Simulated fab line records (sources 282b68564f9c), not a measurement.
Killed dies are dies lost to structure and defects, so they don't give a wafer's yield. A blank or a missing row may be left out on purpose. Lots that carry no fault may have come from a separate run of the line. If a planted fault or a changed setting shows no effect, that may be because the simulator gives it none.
fab line records	flow rit-cmos
[record] lots = 6	wafers = 18	last-day = 7
route steps=202 shown M1@186
lots that met no fault: from a run of the same line without faults
start-h: start of the lot's first displayed wafer, in hours after the record's first day	wait-h: hours since the lot's step before	" identical to the entry in the row above	L1.1+2: one row covering several wafers at once	- either no value or no given start	* or withheld: withheld	< > ~ a bound
route shown NAME@n: a module of which the file shows steps, and the number in the route of the first	usual: the fault-free wafers' mean and standard deviation	same: alike in all rows	chamber/n: place in a boat	sites: per-site readings	_std_site: standard deviation of those values	_edge_site: inner sites' mean taken away from outer sites' mean	radius-mm: for every site, how far away it sits from the centre of the wafer	mask NAME#n: copy n	behind: the tool/chamber that last shaped the wafer	hold: why the lot went on hold/how many hours it stayed there/how the hold came to an end	device: the transistor (n, p or np) that didn't switch	end of line: the same wafers' tests at the end of the route	a step without rows: its recipe alone	killed: not the wafer's yield, but the dies lost to structure and defects at the first sort	map: shows each die of a wafer: x if killed, . if not, _ if none is there
set.NAME: the run value of the setting; set.NAME@STEP: its run value at that earlier step	model.NAME: the simulator's own value behind a step, which no gauge read
lots seen at some steps along the route; tables by step, rows by wafer
services: when a tool's chamber went out of use (start-h, in hours from the record's first day, below 0 if earlier), for how many hours, and the reason
[[steps]]
[step RIT_M1_THK_MEAS_02]
[recipe] thk-meas-gauge = xrf	reads = Al_of_M1_SPUTTER_00
[usual] M1_AL_THK = 397/4
lot.wafer	tool	chamber	start-h	wait-h	M1_AL_THK[nm]
L829.3	film-metro-02	-	109.25	0.1	401
L829.4	"	-	"	"	401
L829.6	"	-	"	"	400
L830.2	film-metro-04	-	114.31	0.1	402
L830.3	"	-	"	"	402
L830.6	"	-	"	"	400
L832.3	film-metro-04	-	130.14	0.1	395
L832.5	"	-	"	"	397
L832.6	"	-	"	"	399
L834.2	film-metro-04	-	134.82	0.1	398
L834.4	"	-	"	"	403
L834.5	"	-	"	"	401
L835.3	film-metro-03	-	140.20	0.1	398
L835.4	"	-	"	"	395
L835.5	"	-	"	"	398
L841.4	film-metro-03	-	169.26	0.1	397
L841.5	"	-	"	"	395
L841.6	"	-	"	"	395
[step RIT_M1_HMDS_03]
[recipe] prime-time-s = 60	prime-temp-c = 140
[step RIT_M1_COAT_04]
[recipe] resist = NOVOLAK	spin-rpm = 2000	resist-thk-nm = 1300
[step RIT_M1_SOFTBAKE_05]
[recipe] resist = NOVOLAK	temp-c = 90	time-s = 60
[step RIT_M1_EXPOSE_06]
[recipe] mask-id = M12	na = 0.6	source-shape = conventional	sigma-outer = 0.5	target-cd-nm = 2600	dose-mj = 250
[step RIT_M1_PEB_07]
[recipe] resist = NOVOLAK	temp-c = withheld	time-s = withheld
[step RIT_M1_DEVELOP_08]
[recipe] resist = NOVOLAK	develop-time-s = 68.94	dev-temp-c = 23
[step RIT_M1_CD_MEAS_09]
[recipe] target-cd-nm = 2600
[usual] cd-nm = 2600.4/2.4
lot.wafer	tool	chamber	start-h	wait-h	cd-nm
L829.3	cd-sem-01	-	110.21	-	2598.0
L829.4	"	-	"	"	2597.0
L829.6	"	-	"	"	2599.9
L830.2	cd-sem-02	-	115.26	-	2603.4
L830.3	"	-	"	"	2605.5
L830.6	"	-	"	"	2605.3
L832.3	cd-sem-02	-	131.24	-	2599.4
L832.5	"	-	"	"	2598.7
L832.6	"	-	"	"	2601.7
L834.2	cd-sem-01	-	135.78	-	2597.9
L834.4	"	-	"	"	2596.7
L834.5	"	-	"	"	2598.5
L835.3	cd-sem-01	-	141.28	-	2601.2
L835.4	"	-	"	"	2601.9
L835.5	"	-	"	"	2604.1
L841.4	cd-sem-01	-	170.24	-	2601.9
L841.5	"	-	"	"	2598.9
L841.6	"	-	"	"	2600.1
[step RIT_M1_OVL_MEAS_10]
[usual] M1_OVL = 0.1/1.6
lot.wafer	tool	chamber	start-h	wait-h	M1_OVL[nm]
L829.3	overlay-02	-	110.30	0.1	1.2
L829.4	"	-	"	"	0.6
L829.6	"	-	"	"	1.1
L830.2	overlay-01	-	115.37	0.1	-0.9
L830.3	"	-	"	"	-0.9
L830.6	"	-	"	"	-1.3
L832.3	overlay-01	-	131.33	0.1	2.4
L832.5	"	-	"	"	2.2
L832.6	"	-	"	"	2.2
L834.2	overlay-02	-	135.89	0.1	-1.5
L834.4	"	-	"	"	0.1
L834.5	"	-	"	"	-1.2
L835.3	overlay-02	-	141.38	0.1	-2.4
L835.4	"	-	"	"	-2.6
L835.5	"	-	"	"	-2.6
L841.4	overlay-01	-	170.32	0.1	1.1
L841.5	"	-	"	"	0.8
L841.6	"	-	"	"	-0.3
[step RIT_M1_HARDBAKE_11]
[recipe] resist = NOVOLAK	temp-c = 140	time-s = 120
[step RIT_M1_METAL_ETCH_12]
[recipe] stop-on = SiO2	chemistry = Cl2/BCl3	target = Al	time-s = 165	over-etch-frac = 0.5	pressure-mtorr = 100	target-depth-a = 6000	rf-w = 250	Cl2_flow_sccm = 60	bcl3-flow-sccm = 50
[usual] drypump-motor-current-A = 5.86/0.29	oes-product-au = 0.786/0.013	throttle-valve-pct = 8.25/0.13
lot.wafer	tool	chamber	start-h	wait-h	drypump-motor-current-A	oes-product-au	rf-hours-counter-h	throttle-valve-pct
L829.3	rie-metal-04	1	110.63	0.2	6.19	0.794	-	8.40
L829.4	"	0	"	"	5.89	0.771	-	8.38
L829.6	"	0	"	"	5.90	0.765	-	8.37
L830.2	rie-metal-01	0	115.65	0.2	5.95	0.808	3	8.10
L830.3	"	0	"	"	5.91	0.799	-	8.11
L830.6	"	0	"	"	5.91	0.808	-	8.11
L832.3	rie-metal-04	0	131.66	0.2	5.87	0.762	-	8.39
L832.5	"	1	"	"	6.19	0.778	-	8.40
L832.6	"	0	"	"	5.88	0.755	-	8.38
L834.2	rie-metal-02	0	136.17	0.2	5.19	0.797	0	8.05
L834.4	"	0	"	"	5.21	0.801	-	8.04
L834.5	"	0	"	"	5.20	0.799	-	8.02
L835.3	rie-metal-01	1	141.92	0.2	5.57	0.793	-	8.19
L835.4	"	0	"	"	5.96	0.808	-	8.12
L835.5	"	1	"	"	5.58	0.791	-	8.20
L841.4	rie-metal-02	1	170.64	0.1	6.10	0.784	-	8.36
L841.5	"	1	"	"	6.06	0.774	-	8.33
L841.6	"	0	"	"	5.25	0.796	-	8.04
[step RIT_M1_STRIP_13]
[recipe] chemistry = nmp	resist = NOVOLAK	temp-c = 80	time-s = 600	dry = n2-spin
[step RIT_M1_STRIP_14]
[recipe] chemistry = O2	time-s = 184.4	platen-temp-c = withheld	power-w = 500	pressure-mtorr = 4000	o2-flow-sccm = 4000
[usual] chamber-pressure-mTorr = 4000/3.3	drypump-motor-current-A = 5.8/0.51
lot.wafer	tool	chamber	start-h	wait-h	chamber-pressure-mTorr	drypump-motor-current-A	rf-hours-counter-h
L829.3	plasma-asher-03	1	111.02	0.1	3997	6.0	-
L829.4	"	0	"	"	4000	5.9	-
L829.6	"	1	"	"	3993	6.1	-
L830.2	plasma-asher-02	0	116.00	0.0	4000	5.7	34
L830.3	"	1	"	"	4001	4.7	-
L830.6	"	0	"	"	3993	5.7	-
L832.3	plasma-asher-01	0	132.02	0.1	4000	6.4	-
L832.5	"	1	"	"	3997	6.0	-
L832.6	"	0	"	"	3995	6.4	-
L834.2	plasma-asher-02	1	136.51	0.0	-	-	-
L834.4	"	0	"	"	-	-	-
L834.5	"	1	"	"	-	-	-
L835.3	plasma-asher-03	0	142.43	0.1	-	-	-
L835.4	"	1	"	"	-	-	-
L835.5	"	0	"	"	-	-	-
L841.4	plasma-asher-03	1	171.00	0.1	3991	6.1	-
L841.5	"	0	"	"	3993	5.9	-
L841.6	"	1	"	"	4000	6.1	-
[step RIT_M1_CD_MEAS_90]
[recipe] target-cd-nm = 2600
[usual] cd-nm = 2600.7/2.6
lot.wafer	tool	chamber	start-h	wait-h	cd-nm
L829.3	cd-sem-01	-	111.18	0.1	2596.9
L829.4	"	-	"	"	2597.0
L829.6	"	-	"	"	2599.5
L830.2	cd-sem-02	-	116.19	0.1	2602.7
L830.3	"	-	"	"	2604.4
L830.6	"	-	"	"	2604.5
L832.3	cd-sem-02	-	132.17	0.1	2600.0
L832.5	"	-	"	"	2599.8
L832.6	"	-	"	"	2602.5
L834.2	cd-sem-01	-	136.70	0.1	2597.4
L834.4	"	-	"	"	2596.7
L834.5	"	-	"	"	2598.6
L835.3	cd-sem-01	-	142.59	0.1	2600.8
L835.4	"	-	"	"	2601.2
L835.5	"	-	"	"	2602.1
L841.4	cd-sem-01	-	171.18	0.1	2602.5
L841.5	"	-	"	"	2598.8
L841.6	"	-	"	"	2600.2
[step RIT_M1_PROBE_99]
[usual] defect-limited-yield = 97.4/1.2	killed-at-front-end = 7/3.1	killed-dies = 7/3.1	killed-open = 3.6/2.1	killed-short = 3.2/2	sort_bin_3_pad_short = 0.1/0.2	sort_bin_5_function = 1.4/0.8	sort_bin_6_memory = 1.0/0.72	sort-n-pass = 257/3.1	sort-yield-pct = 97.4/1.2
[same] gross-dies = 264	killed_at_M0_to_M3 = 0	killed_at_M4_up = 0	killed-at-back-side = 0	killed-at-contacts = 0	killed-at-other = 0
lot.wafer	tool	chamber	start-h	wait-h	defect-limited-yield[%]	killed-at-front-end	killed-dies	killed-open	killed-short	sort_bin_3_pad_short[%]	sort_bin_5_function[%]	sort_bin_6_memory[%]	sort-n-pass	sort-yield-pct[%]
L829.3	prober-01	-	115.21	0.2	95.8	11	11	8	3	0	3.4	0.8	253	95.8
L829.4	prober-01	-	115.26	0.2	95.8	11	11	6	5	0.4	2.7	1.1	253	95.8
L829.6	prober-01	-	115.36	0.2	97.7	6	6	2	4	0	1.1	1.1	258	97.7
L830.2	prober-02	-	117.96	0.1	99.2	2	2	2	0	0	0.4	0.4	262	99.2
L830.3	prober-02	-	118.01	0.2	97.7	6	6	4	2	0	1.5	0.8	258	97.7
L830.6	prober-02	-	118.16	0.2	97.0	8	8	4	4	0	1.5	1.5	256	97.0
L832.3	prober-02	-	133.97	0.2	93.9	16	16	6	10	0	4.2	1.9	248	93.9
L832.5	prober-02	-	134.07	0.2	98.9	3	3	0	3	0	1.1	0	261	98.9
L832.6	prober-02	-	134.12	0.2	97.3	7	7	4	3	0	1.9	0.8	257	97.3
L834.2	prober-02	-	138.47	0.1	98.1	5	5	4	1	0	1.1	0.8	259	98.1
L834.4	prober-02	-	138.57	0.2	98.1	5	5	1	4	0.4	0.8	0.8	259	98.1
L834.5	prober-02	-	138.62	0.2	97.3	7	7	3	4	0.8	1.9	0	257	97.3
L835.3	prober-01	-	144.39	0.2	97.0	8	8	4	4	0	1.5	1.5	256	97.0
L835.4	prober-01	-	144.44	0.2	96.6	9	9	4	5	0	2.7	0.8	255	96.6
L835.5	prober-01	-	144.49	0.2	98.9	3	3	2	1	0	0.8	0.4	261	98.9
L841.4	prober-01	-	173.01	0.2	96.2	10	10	6	4	0	2.7	1.1	254	96.2
L841.5	prober-01	-	173.06	0.2	96.2	10	10	8	2	0	2.3	1.5	254	96.2
L841.6	prober-01	-	173.11	0.2	98.1	5	5	4	1	0	1.5	0.4	259	98.1
// killed by level:class
L829.3 FOX1:geometric-particle:open=4 GATE:geometric-particle:open=2 REOX:geometric-particle:short=2 FOX2:geometric-particle:short=1 SPACER:geometric-particle:open=1 SILICIDE:geometric-particle:open=1
L829.4 GATE:geometric-particle:short=3 FOX1:geometric-particle:open=2 REOX:geometric-particle:open=2 FOX1:geometric-particle:short=1 GATE:geometric-particle:open=1 SILICIDE:geometric-particle:open=1 SILICIDE:geometric-particle:short=1
L829.6 GATE:geometric-particle:short=1 GATE:geometric-particle:open=1 REOX:geometric-particle:short=1 SPACER:geometric-particle:open=1 SPACER:geometric-particle:short=1 SILICIDE:geometric-particle:short=1
L830.2 GATE:geometric-particle:open=2
L830.3 GATE:geometric-particle:open=2 SILICIDE:geometric-particle:open=2 FOX1:geometric-particle:short=1 REOX:geometric-particle:short=1
L830.6 GATE:geometric-particle:open=3 SILICIDE:geometric-particle:short=2 FOX1:geometric-particle:open=1 FOX1:geometric-particle:short=1 REOX:geometric-particle:short=1
L832.3 SILICIDE:geometric-particle:short=4 GATE:geometric-particle:short=3 GATE:geometric-particle:open=2 REOX:geometric-particle:short=2 SPACER:geometric-particle:open=2 FOX2:geometric-particle:short=1 REOX:geometric-particle:open=1 SILICIDE:geometric-particle:open=1
L832.5 REOX:geometric-particle:short=2 SILICIDE:geometric-particle:short=1
L832.6 GATE:geometric-particle:open=3 FOX1:geometric-particle:short=1 FOX1:geometric-particle:open=1 REOX:geometric-particle:short=1 SPACER:geometric-particle:short=1
L834.2 FOX1:geometric-particle:open=1 GATE:geometric-particle:open=1 REOX:geometric-particle:open=1 REOX:geometric-particle:short=1 SILICIDE:geometric-particle:open=1
L834.4 FOX1:geometric-particle:short=1 GATE:geometric-particle:short=1 REOX:geometric-particle:short=1 SILICIDE:geometric-particle:short=1 SILICIDE:geometric-particle:open=1
L834.5 GATE:geometric-particle:short=4 GATE:geometric-particle:open=1 REOX:geometric-particle:open=1 SPACER:geometric-particle:open=1
L835.3 GATE:geometric-particle:short=2 FOX2:geometric-particle:open=1 GATE:geometric-particle:open=1 REOX:geometric-particle:open=1 REOX:geometric-particle:short=1 SPACER:geometric-particle:open=1 SILICIDE:geometric-particle:short=1
L835.4 SPACER:geometric-particle:short=3 SPACER:geometric-particle:open=2 FOX1:geometric-particle:open=1 FOX2:geometric-particle:short=1 FOX2:geometric-particle:open=1 GATE:geometric-particle:short=1
L835.5 FOX1:geometric-particle:short=1 GATE:geometric-particle:open=1 SPACER:geometric-particle:open=1
L841.4 GATE:geometric-particle:short=3 GATE:geometric-particle:open=3 REOX:geometric-particle:open=3 REOX:geometric-particle:short=1
L841.5 GATE:geometric-particle:open=3 SILICIDE:geometric-particle:open=2 FOX1:geometric-particle:open=1 FOX2:geometric-particle:short=1 REOX:geometric-particle:open=1 REOX:geometric-particle:short=1 SPACER:geometric-particle:open=1
L841.6 GATE:geometric-particle:open=2 REOX:geometric-particle:open=1 SPACER:geometric-particle:open=1 SILICIDE:geometric-particle:short=1
[[services]]
tool	chamber	start-h	hours	kind
rie-metal-01	1	108.50	3.6	repair
plasma-asher-03	-	108.71	1.9	repair
plasma-asher-01	-	108.75	9.0	pm
plasma-asher-01	0	108.75	9.0	vent-cycle
plasma-asher-01	1	108.75	9.0	vent-cycle
rie-metal-04	1	111.21	1.0	repair
plasma-asher-01	-	115.26	0.9	repair
rie-metal-04	-	116.70	0.2	repair
plasma-asher-01	0	117.75	-	clean
plasma-asher-01	1	117.75	-	clean
plasma-asher-03	-	130.36	2.8	pm
rie-metal-04	-	136.12	20.0	pm
rie-metal-04	0	136.12	20.0	vent-cycle
rie-metal-04	1	136.12	20.0	vent-cycle
rie-metal-04	0	156.12	-	clean
rie-metal-04	1	156.12	-	clean
[[key]]
[first-sign] step = RIT_M1_STRIP_14	reading = tool-record	direction = missing
effect none on later readings
met-at RIT_M1_STRIP_14
struck-wafers L834.2,L834.4,L834.5,L835.3,L835.4,L835.5
onset-between 116.00 136.51
[fault] kind = skipped-step-whole	tool = plasma-asher-02,plasma-asher-03	chamber = -	onset-h = 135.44	steps = RIT_M1_STRIP_14	scope = struck-lots-only
